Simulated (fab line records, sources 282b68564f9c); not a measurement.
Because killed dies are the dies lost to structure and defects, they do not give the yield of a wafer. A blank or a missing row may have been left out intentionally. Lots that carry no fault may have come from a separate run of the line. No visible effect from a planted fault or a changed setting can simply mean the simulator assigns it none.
The tool behind it: which one? -- flow ritCmos -- 45 wafers from 15 lots sampled at 4 of the route's 202 steps

## WHAT EACH GAUGE READ, for each wafer
RIT_NSD_TW_MEAS_10. Usual: for NSD_TW the level is 3114 and the standard deviation is 26.
lot,measured,on,NSD_TW,flag
L868,day 3 00:03,filmMetro-01,3116 3153 3128,
L869,day 3 06:47,filmMetro-01,3138 3126 3132,
L871,day 3 18:50,filmMetro-01,3138 3137 3146,
L872,day 3 20:49,filmMetro-04,3122 3117 3109,
L873,day 3 23:51,filmMetro-04,3114 3126 3121,
L874,day 4 08:45,filmMetro-03,3081 3082 3081,
L875,day 4 15:42,filmMetro-03,3066 3062 3078,
L876,day 4 20:43,filmMetro-03,3100 3084 3101,
L882,day 6 01:11,filmMetro-03,3076 3089 3088,
L884,day 6 12:58,filmMetro-03,3097 3090 3082,
L887,day 7 03:13,filmMetro-01,3155 3156 3173,
L888,day 7 05:27,filmMetro-04,3104 3104 3097,
L889,day 7 09:02,filmMetro-03,3102 3093 3115,
L890,day 7 14:08,filmMetro-03,3100 3095 3080,
L891,day 7 18:26,filmMetro-01,3142 3168 3149,

## EACH LOT AND THE TOOL THAT RAN IT (in order: tool; ch and the chambers of the sampled wafers; start)
lot,RIT_NRETRO_STRIP_09,RIT_PLDD_SOFTBAKE_02,RIT_NSD_STRIP_09
L868,"plasmaAsher-02 ch 0,1, day 2 06:54","lithoTrack-02 ch 0, day 2 19:05","plasmaAsher-02 ch 0,1, day 2 23:53"
L869,"plasmaAsher-02 ch 0,1, day 2 13:16","lithoTrack-02 ch 0, day 3 01:41","plasmaAsher-03 ch 0,1, day 3 06:36"
L871,"plasmaAsher-02 ch 0,1, day 2 21:14","lithoTrack-01 ch 0, day 3 13:25","plasmaAsher-02 ch 0,1, day 3 18:38"
L872,"plasmaAsher-03 ch 0,1, day 3 01:21","lithoTrack-02 ch 0, day 3 15:43","plasmaAsher-02 ch 0,1, day 3 20:38"
L873,"plasmaAsher-01 ch 0,1, day 3 06:47","lithoTrack-01 ch 0, day 3 18:47","plasmaAsher-02 ch 0,1, day 3 23:43"
L874,"plasmaAsher-02 ch 0,1, day 3 14:46","lithoTrack-02 ch 0, day 4 03:29","plasmaAsher-03 ch 0, day 4 08:34"
L875,"plasmaAsher-01 ch 0,1, day 3 17:44","lithoTrack-02 ch 0, day 4 10:35","plasmaAsher-04 ch 0,1, day 4 15:32"
L876,"plasmaAsher-01 ch 0,1, day 4 01:42","lithoTrack-03 ch 0, day 4 15:43","plasmaAsher-03 ch 0,1, day 4 20:33"
L882,"plasmaAsher-03 ch 0,1, day 5 05:51","lithoTrack-01 ch 0, day 5 19:55","plasmaAsher-04 ch 0,1, day 6 01:02"
L884,"plasmaAsher-03 ch 0,1, day 5 18:31","lithoTrack-01 ch 0, day 6 06:52","plasmaAsher-02 ch 0,1, day 6 12:47"
L887,"plasmaAsher-01 ch 0,1, day 6 05:35","lithoTrack-01 ch 0, day 6 22:15","plasmaAsher-03 ch 0,1, day 7 03:03"
L888,"plasmaAsher-02 ch 0,1, day 6 12:05","lithoTrack-02 ch 0, day 7 00:17","plasmaAsher-04 ch 0,1, day 7 05:17"
L889,"plasmaAsher-02 ch 0,1, day 6 15:43","lithoTrack-02 ch 0, day 7 03:48","plasmaAsher-02 ch 0, day 7 08:51"
L890,"plasmaAsher-02 ch 0,1, day 6 20:25","lithoTrack-02 ch 0, day 7 08:53","plasmaAsher-02 ch 1, day 7 13:57"
L891,"plasmaAsher-03 ch 0,1, day 7 00:08","lithoTrack-03 ch 0, day 7 13:03","plasmaAsher-04 ch 0,1, day 7 18:16"
- RIT_NRETRO_STRIP_09: strips in O2, time 180 s.
- RIT_PLDD_SOFTBAKE_02: time 60 s.
- RIT_NSD_STRIP_09: strips in O2, time 180 s.

## AS READ BY THE TOOLS THEMSELVES (means over the sampled wafers that have a number; for cases with no such wafer, the mark the record gives instead)
RIT_NRETRO_STRIP_09. Usual: drypumpMotorCurrentA reads 5.8 A (standard deviation 0.44).
lot,tool,drypumpMotorCurrentA (A),flag
L868,plasmaAsher-02,6.0,
L869,plasmaAsher-02,6.3,
L871,plasmaAsher-02,6.0,
L872,plasmaAsher-03,5.7,
L873,plasmaAsher-01,5.2,
L874,plasmaAsher-02,6.0,
L875,plasmaAsher-01,5.3,
L876,plasmaAsher-01,5.2,
L882,plasmaAsher-03,5.6,
L884,plasmaAsher-03,5.7,
L887,plasmaAsher-01,5.2,
L888,plasmaAsher-02,6.3,
L889,plasmaAsher-02,6.3,
L890,plasmaAsher-02,6.1,
L891,plasmaAsher-03,5.7,

RIT_PLDD_SOFTBAKE_02. Usual: heaterPowerTotalW 34.56 W, standard deviation 0.052; plateTempC 90.02 C, standard deviation 0.14.
lot,tool,heaterPowerTotalW (W),plateTempC (C),flag
L868,lithoTrack-02,34.56,90.22,
L869,lithoTrack-02,34.57,90.16,
L871,lithoTrack-01,34.55,90.02,
L872,lithoTrack-02,33.47,87.97,OFF
L873,lithoTrack-01,34.59,90.04,
L874,lithoTrack-02,33.46,88.16,OFF
L875,lithoTrack-02,33.49,88.12,OFF
L876,lithoTrack-03,34.58,90.02,
L882,lithoTrack-01,34.54,90.06,
L884,lithoTrack-01,34.61,90.15,
L887,lithoTrack-01,34.53,89.95,
L888,lithoTrack-02,34.55,90.07,
L889,lithoTrack-02,34.50,89.77,
L890,lithoTrack-02,34.59,89.94,
L891,lithoTrack-03,34.58,89.87,

RIT_NSD_STRIP_09. Usual: drypumpMotorCurrentA reads 5.8 A (standard deviation 0.38).
lot,tool,drypumpMotorCurrentA (A),flag
L868,plasmaAsher-02,6.0,
L869,plasmaAsher-03,5.6,
L871,plasmaAsher-02,6.3,
L872,plasmaAsher-02,6.0,
L873,plasmaAsher-02,6.3,
L874,plasmaAsher-03,5.7,
L875,plasmaAsher-04,5.5,
L876,plasmaAsher-03,5.6,
L882,plasmaAsher-04,5.5,
L884,plasmaAsher-02,6.0,
L887,plasmaAsher-03,5.6,
L888,plasmaAsher-04,5.5,
L889,plasmaAsher-02,6.6,
L890,plasmaAsher-02,5.8,
L891,plasmaAsher-04,5.5,

## THE ANSWER, worked out from the rows above alone
Rule: a lot counts as off when the mean over its wafers that have a number is more than 3 standard deviations away from the usual mean. A lot without any number at a reading at which 4 lots or more have one is off too. The other lots that the step has rows for count as sound. First the gauges in route order, then the tools' own readings, where a lot's mean is used as printed above. The first step at which some lot is off is used, and at that step the reading that is off furthest; a lot without a number counts as furthest.
Off: L872, L874, L875 (RIT_PLDD_SOFTBAKE_02, heaterPowerTotalW).
If a tool, at that step or one of the process steps before it, ran each lot that is off and ran no sound lot following the first of them, it fits. No candidate that was tried fits.

## WHAT WAS PUT IN BY THE SIMULATOR
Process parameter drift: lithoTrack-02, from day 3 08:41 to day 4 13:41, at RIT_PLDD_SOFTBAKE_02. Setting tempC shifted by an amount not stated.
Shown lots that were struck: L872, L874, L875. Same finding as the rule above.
